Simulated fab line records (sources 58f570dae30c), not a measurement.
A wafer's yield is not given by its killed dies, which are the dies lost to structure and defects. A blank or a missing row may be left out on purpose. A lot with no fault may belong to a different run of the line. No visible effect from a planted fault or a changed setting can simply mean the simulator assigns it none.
fab line records | flow berkeley_cmos170
record lots=13 | wafers=39 | last_day=14
route steps=331 shown PSD@183
lots that met no fault: taken from a fault-free run of the same line
start_h: start of the lot's first displayed wafer, in hours after the record's first day | wait_h: hours elapsed since this lot's preceding step | " repeats the value in the row above | L1.1+2: a row that stands for several wafers | - either no value or no given start | * or withheld: withheld | < > ~ a bound
route shown NAME@n: NAME is a module with steps in the file, n the number in the route of the first one | usual: mean and standard deviation over wafers with no fault | same: alike in all rows | chamber/n: place in a boat | sites: readings site by site | _std_site: the values' standard deviation | _edge_site: mean of outer sites minus mean of inner sites | radius_mm: for every site, how far away it sits from the centre of the wafer | mask NAME#n: copy n | behind: the last tool/chamber to shape the wafer | hold: why the lot was held/for how many hours/how that ended | device: transistor that didn't switch, given as n, p or np | end of line: the same wafers' tests at the end of the route | where a step has no rows: the recipe by itself | killed: at the first sort, the dies lost to defects and structure; wafer yield is something else | map: a wafer's dies, x killed, . not, _ none there
set.NAME: the run value of the setting; set.NAME@STEP: its run value at that earlier step | model.NAME: the simulator's own value behind a step, which no gauge read
a sample of lots followed through the steps of the route, with each step as a table and each wafer as a row
services: from which hour (start_h, from the record's first day; less than 0 if before it) a tool's chamber was out of use, for how many hours, and why
## steps
# step UCB170_PSD_IMPLANT_08
# recipe species=B | dose_cm2=3e+15 | energy_kev=20 | tilt_deg=7
# usual dose_ions_cm2=2.999e+15/3.3e+12 | end_station_pressure_torr=1.27e-05/7.2e-07 | faraday_current_uA=9276/180
lot.wafer | tool         | chamber | start_h | wait_h | dose_ions_cm2 | end_station_pressure_torr | faraday_current_uA
L139.1    | implanter-01 | 0       | 152.12  | 0.0    | 3.002e+15     | 1.15e-05                  | 9569
L139.2    | "            | 0       | "       | "      | 2.999e+15     | 1.19e-05                  | 8921
L139.3    | "            | 0       | "       | "      | 2.996e+15     | 1.46e-05                  | 9233
L140.2    | implanter-01 | 0       | 163.79  | 0.0    | 2.998e+15     | 1.19e-05                  | 9327
L140.5    | "            | 0       | "       | "      | 2.993e+15     | 1.17e-05                  | 9336
L140.6    | "            | 0       | "       | "      | 2.998e+15     | 1.17e-05                  | 9535
L143.1    | implanter-03 | 0       | 188.61  | 0.0    | 3.003e+15     | 1.37e-05                  | 9391
L143.3    | "            | 0       | "       | "      | 3.001e+15     | 1.36e-05                  | 9233
L143.6    | "            | 0       | "       | "      | 3.003e+15     | 1.3e-05                   | 9673
L142.2    | implanter-03 | 0       | 188.88  | 0.0    | 3e+15         | 1.28e-05                  | 9453
L142.4    | "            | 0       | "       | "      | 3.001e+15     | 1.33e-05                  | 8967
L142.5    | "            | 0       | "       | "      | 2.995e+15     | 1.21e-05                  | 9269
L141.2    | implanter-04 | 0       | 189.00  | 0.0    | 3e+15         | 1.2e-05                   | 9106
L141.4    | "            | 0       | "       | "      | 3e+15         | 1.15e-05                  | 9394
L141.5    | "            | 0       | "       | "      | 2.998e+15     | 1.31e-05                  | 9043
L148.1    | implanter-04 | 0       | 213.44  | 0.0    | 2.104e+15     | 1.13e-05                  | 6693
L148.2    | "            | 0       | "       | "      | 2.102e+15     | 1.01e-05                  | 6457
L148.5    | "            | 0       | "       | "      | 2.099e+15     | 1.11e-05                  | 6704
L147.3    | implanter-01 | 0       | 213.77  | 0.1    | 2.999e+15     | 1.27e-05                  | 9492
L147.4    | "            | 0       | "       | "      | 2.993e+15     | 1.2e-05                   | 9025
L147.6    | "            | 0       | "       | "      | 2.999e+15     | 1.25e-05                  | 9145
L152.1    | implanter-04 | 0       | 224.61  | 0.0    | 2.101e+15     | 1.06e-05                  | 6652
L152.3    | "            | 0       | "       | "      | 2.099e+15     | 1.08e-05                  | 6496
L152.4    | "            | 0       | "       | "      | 2.093e+15     | 1.01e-05                  | 6566
L151.1    | implanter-03 | 0       | 225.04  | 0.0    | 3.002e+15     | 1.22e-05                  | 9406
L151.3    | "            | 0       | "       | "      | 3.005e+15     | 1.29e-05                  | 9395
L151.6    | "            | 0       | "       | "      | 3.005e+15     | 1.19e-05                  | 9218
L154.3    | implanter-01 | 0       | 250.08  | 0.1    | 3e+15         | 1.32e-05                  | 9045
L154.4    | "            | 0       | "       | "      | 3.001e+15     | 1.18e-05                  | 9418
L154.5    | "            | 0       | "       | "      | 3e+15         | 1.19e-05                  | 9261
L157.3    | implanter-03 | 0       | 256.59  | 0.1    | 2.997e+15     | 1.21e-05                  | 9433
L157.4    | "            | 0       | "       | "      | 2.995e+15     | 1.28e-05                  | 9151
L157.6    | "            | 0       | "       | "      | 2.994e+15     | 1.25e-05                  | 9147
L161.1    | implanter-01 | 0       | 278.95  | 0.0    | 3e+15         | 1.28e-05                  | 9292
L161.2    | "            | 0       | "       | "      | 3.002e+15     | 1.33e-05                  | 9291
L161.6    | "            | 0       | "       | "      | 3.004e+15     | 1.27e-05                  | 9429
L162.1    | implanter-01 | 0       | 300.27  | 0.0    | 2.998e+15     | 1.27e-05                  | 9130
L162.4    | "            | 0       | "       | "      | 3.002e+15     | 1.2e-05                   | 9511
L162.5    | "            | 0       | "       | "      | 2.998e+15     | 1.31e-05                  | 9233
# step UCB170_PSD_STRIP_09
# recipe chemistry=O2 | power_w=400 | pressure_mtorr=3500 | platen_temp_c=withheld | o2_flow_sccm=400 | overash_fraction=0.5
# usual drypump_motor_current_A=6.12/0.29 | oes_product_au=0.601/0.0046 | strip_time_to_endpoint_s=29.38/0.073
lot.wafer | tool            | chamber | start_h | wait_h | drypump_motor_current_A | oes_product_au | rf_hours_counter_h | strip_time_to_endpoint_s
L139.1    | plasma_asher-03 | 1       | 152.27  | 0.1    | 5.87                    | 0.605          | 4                  | 29.44
L139.2    | "               | 0       | "       | "      | 6.55                    | 0.603          | 4                  | 29.44
L139.3    | "               | 1       | "       | "      | 5.87                    | 0.606          | -                  | 29.51
L140.2    | plasma_asher-04 | 1       | 163.91  | 0.1    | 6.03                    | 0.604          | 52                 | 29.39
L140.5    | "               | 1       | "       | "      | 6.03                    | 0.594          | -                  | 29.38
L140.6    | "               | 0       | "       | "      | 6.38                    | 0.597          | -                  | 29.40
L143.1    | plasma_asher-02 | 0       | 188.76  | 0.1    | 6.21                    | 0.606          | 40                 | 29.33
L143.3    | "               | 1       | "       | "      | 5.68                    | 0.604          | -                  | 29.26
L143.6    | "               | 1       | "       | "      | 5.68                    | 0.600          | -                  | 29.27
L142.2    | plasma_asher-02 | 1       | 189.00  | 0.1    | 5.67                    | 0.593          | 40                 | 29.29
L142.4    | "               | 1       | "       | "      | 5.69                    | 0.591          | -                  | 29.34
L142.5    | "               | 0       | "       | "      | 6.23                    | 0.599          | -                  | 29.32
L141.2    | plasma_asher-03 | 1       | 189.12  | 0.1    | 5.86                    | 0.608          | 7                  | 29.33
L141.4    | "               | 0       | "       | "      | 6.56                    | 0.605          | -                  | 29.31
L141.5    | "               | 1       | "       | "      | 5.87                    | 0.606          | -                  | 29.36
L148.1    | plasma_asher-02 | 0       | 213.59  | 0.1    | 6.20                    | 0.654          | 42                 | 25.67
L148.2    | "               | 1       | "       | "      | 5.70                    | 0.655          | 42                 | 25.72
L148.5    | "               | 1       | "       | "      | 5.69                    | 0.652          | -                  | 25.66
L147.3    | plasma_asher-03 | 0       | 213.90  | 0.1    | 6.54                    | 0.605          | -                  | 29.35
L147.4    | "               | 1       | "       | "      | 5.90                    | 0.597          | -                  | 29.43
L147.6    | "               | 1       | "       | "      | 5.89                    | 0.604          | -                  | 29.38
L152.1    | plasma_asher-04 | 0       | 224.76  | 0.1    | 6.37                    | 0.651          | 58                 | 25.81
L152.3    | "               | 0       | "       | "      | 6.35                    | 0.654          | -                  | 25.88
L152.4    | "               | 1       | "       | "      | 6.06                    | 0.653          | -                  | 25.83
L151.1    | plasma_asher-02 | 1       | 225.19  | 0.1    | 5.69                    | 0.599          | 44                 | 29.43
L151.3    | "               | 0       | "       | "      | 6.22                    | 0.603          | -                  | 29.51
L151.6    | "               | 0       | "       | "      | 6.23                    | 0.603          | -                  | 29.48
L154.3    | plasma_asher-02 | 0       | 250.22  | 0.1    | 6.21                    | 0.596          | -                  | 29.43
L154.4    | "               | 1       | "       | "      | 5.70                    | 0.596          | -                  | 29.39
L154.5    | "               | 0       | "       | "      | 6.21                    | 0.608          | -                  | 29.42
L157.3    | plasma_asher-03 | 1       | 256.72  | 0.1    | 5.87                    | 0.590          | -                  | 29.41
L157.4    | "               | 0       | "       | "      | 6.57                    | 0.597          | -                  | 29.29
L157.6    | "               | 0       | "       | "      | 6.55                    | 0.600          | -                  | 29.35
L161.1    | plasma_asher-04 | 0       | 279.10  | 0.1    | 6.36                    | 0.606          | 63                 | 29.38
L161.2    | "               | 1       | "       | "      | 6.04                    | 0.613          | 63                 | 29.47
L161.6    | "               | 1       | "       | "      | 6.05                    | 0.603          | -                  | 29.45
L162.1    | plasma_asher-04 | 1       | 300.42  | 0.1    | 6.03                    | 0.605          | 66                 | 29.39
L162.4    | "               | 0       | "       | "      | 6.37                    | 0.600          | -                  | 29.35
L162.5    | "               | 0       | "       | "      | 6.40                    | 0.605          | -                  | 29.37
# step UCB170_PSD_TW_MEAS_10
# usual PSD_TW=2321/16
lot.wafer | tool          | chamber | start_h | wait_h | PSD_TW
L139.1    | film_metro-04 | -       | 152.37  | 0.1    | 2325
L139.2    | "             | -       | "       | "      | 2326
L139.3    | "             | -       | "       | "      | 2331
L140.2    | film_metro-02 | -       | 164.02  | 0.1    | 2339
L140.5    | "             | -       | "       | "      | 2335
L140.6    | "             | -       | "       | "      | 2343
L143.1    | film_metro-01 | -       | 188.86  | 0.1    | 2303
L143.3    | "             | -       | "       | "      | 2312
L143.6    | "             | -       | "       | "      | 2289
L142.2    | film_metro-01 | -       | 189.11  | 0.1    | 2307
L142.4    | "             | -       | "       | "      | 2308
L142.5    | "             | -       | "       | "      | 2303
L141.2    | film_metro-01 | -       | 189.23  | 0.1    | 2292
L141.4    | "             | -       | "       | "      | 2301
L141.5    | "             | -       | "       | "      | 2309
L148.1    | film_metro-01 | -       | 213.69  | 0.1    | 2063
L148.2    | "             | -       | "       | "      | 2070
L148.5    | "             | -       | "       | "      | 2053
L147.3    | film_metro-02 | -       | 213.99  | 0.1    | 2330
L147.4    | "             | -       | "       | "      | 2333
L147.6    | "             | -       | "       | "      | 2350
L152.1    | film_metro-02 | -       | 224.86  | 0.1    | 2092
L152.3    | "             | -       | "       | "      | 2095
L152.4    | "             | -       | "       | "      | 2090
L151.1    | film_metro-04 | -       | 225.29  | 0.1    | 2335
L151.3    | "             | -       | "       | "      | 2338
L151.6    | "             | -       | "       | "      | 2333
L154.3    | film_metro-04 | -       | 250.30  | 0.1    | 2325
L154.4    | "             | -       | "       | "      | 2334
L154.5    | "             | -       | "       | "      | 2319
L157.3    | film_metro-02 | -       | 256.81  | 0.1    | 2330
L157.4    | "             | -       | "       | "      | 2331
L157.6    | "             | -       | "       | "      | 2328
L161.1    | film_metro-01 | -       | 279.20  | 0.1    | 2324
L161.2    | "             | -       | "       | "      | 2307
L161.6    | "             | -       | "       | "      | 2326
L162.1    | film_metro-01 | -       | 300.52  | 0.1    | 2308
L162.4    | "             | -       | "       | "      | 2307
L162.5    | "             | -       | "       | "      | 2314
# step UCB170_SDANNEAL_RS_MEAS_02
# recipe thk_meas_gauge=four-point-probe
# usual PSD_RS=75.54/0.28
lot.wafer | tool          | chamber | start_h | wait_h | PSD_RS[ohm/sq]
L139.1    | film_metro-04 | -       | 155.32  | 0.0    | 75.25
L139.2    | "             | -       | "       | "      | 75.52
L139.3    | "             | -       | "       | "      | 75.29
L140.2    | film_metro-04 | -       | 169.04  | 0.1    | 75.61
L140.5    | "             | -       | "       | "      | 75.36
L140.6    | "             | -       | "       | "      | 75.40
L143.1    | film_metro-04 | -       | 191.83  | 0.0    | 75.71
L143.3    | "             | -       | "       | "      | 75.62
L143.6    | "             | -       | "       | "      | 75.31
L142.2    | film_metro-01 | -       | 192.37  | 0.1    | 76.10
L142.4    | "             | -       | "       | "      | 75.60
L142.5    | "             | -       | "       | "      | 75.78
L141.2    | film_metro-04 | -       | 192.55  | 0.1    | 75.38
L141.4    | "             | -       | "       | "      | 75.32
L141.5    | "             | -       | "       | "      | 75.61
L148.1    | film_metro-04 | -       | 216.90  | 0.0    | 96.67
L148.2    | "             | -       | "       | "      | 96.55
L148.5    | "             | -       | "       | "      | 97.06
L147.3    | film_metro-02 | -       | 217.45  | 0.1    | 75.86
L147.4    | "             | -       | "       | "      | 75.55
L147.6    | "             | -       | "       | "      | 75.56
L152.1    | film_metro-01 | -       | 228.28  | 0.0    | 96.12
L152.3    | "             | -       | "       | "      | 96.19
L152.4    | "             | -       | "       | "      | 96.08
L151.1    | film_metro-02 | -       | 228.67  | 0.1    | 75.62
L151.3    | "             | -       | "       | "      | 75.61
L151.6    | "             | -       | "       | "      | 75.62
L154.3    | film_metro-04 | -       | 253.43  | 0.1    | 75.55
L154.4    | "             | -       | "       | "      | 75.11
L154.5    | "             | -       | "       | "      | 75.58
L157.3    | film_metro-02 | -       | 259.40  | 0.1    | 75.71
L157.4    | "             | -       | "       | "      | 75.98
L157.6    | "             | -       | "       | "      | 75.94
L161.1    | film_metro-02 | -       | 282.72  | 0.0    | 75.27
L161.2    | "             | -       | "       | "      | 75.31
L161.6    | "             | -       | "       | "      | 75.24
L162.1    | film_metro-02 | -       | 306.60  | 0.0    | 75.95
L162.4    | "             | -       | "       | "      | 75.32
L162.5    | "             | -       | "       | "      | 75.49
## services
tool            | chamber | start_h | hours | kind
implanter-03    | -       | 131.39  | 2.0   | repair
implanter-03    | -       | 137.34  | 1.7   | repair
implanter-03    | -       | 139.08  | 2.5   | pm
plasma_asher-04 | -       | 143.24  | 0.4   | repair
plasma_asher-03 | -       | 158.33  | 0.9   | repair
implanter-04    | -       | 159.71  | 2.3   | pm
implanter-04    | -       | 164.89  | 2.5   | repair
implanter-04    | -       | 210.01  | 1.7   | repair
implanter-03    | -       | 217.30  | 4.0   | repair
implanter-03    | -       | 219.16  | 5.0   | repair
implanter-01    | -       | 251.81  | 1.2   | repair
implanter-01    | -       | 257.52  | 18.4  | repair
implanter-03    | -       | 263.40  | 20.2  | pm
plasma_asher-03 | -       | 290.25  | 1.4   | repair
## key
first_sign step=UCB170_PSD_IMPLANT_08 | reading=dose_ions_cm2 | direction=down | sigmas=99+ | usual=2.999e+15 | struck=2.1e+15
effect step=UCB170_PSD_IMPLANT_08 | reading=faraday_current_uA | direction=down | sigmas=15 | usual=9276 | struck=6595
effect step=UCB170_PSD_STRIP_09 | reading=strip_time_to_endpoint_s | direction=down | sigmas=50 | usual=* | struck=*
effect step=UCB170_PSD_TW_MEAS_10 | reading=PSD_TW | direction=down | sigmas=16 | usual=2321 | struck=2077
effect step=UCB170_SDANNEAL_RS_MEAS_02 | reading=PSD_RS | direction=up | sigmas=75 | usual=75.54 | struck=96.44
met_at UCB170_PSD_IMPLANT_08
struck_lots L148,L152
tester_left_out L148,L152
onset_between 189.00 213.44
fault kind=process_parameter_drift | tool=implanter-04 | chamber=- | onset_h=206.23 | steps=UCB170_PSD_IMPLANT_08 | channel=dose_cm2 | offset=-9e+14 | shape=step | end_h=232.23 | acts_in=these_recipes_only | stated=3e+15
# tester_left_out: of these lots the tester's yield and bins aren't shown, on N5 and GAA mostly nor the transistor test; their killed dies are dies lost to structure and defects alone, not to doping, threshold or leakage, so they don't give the yield
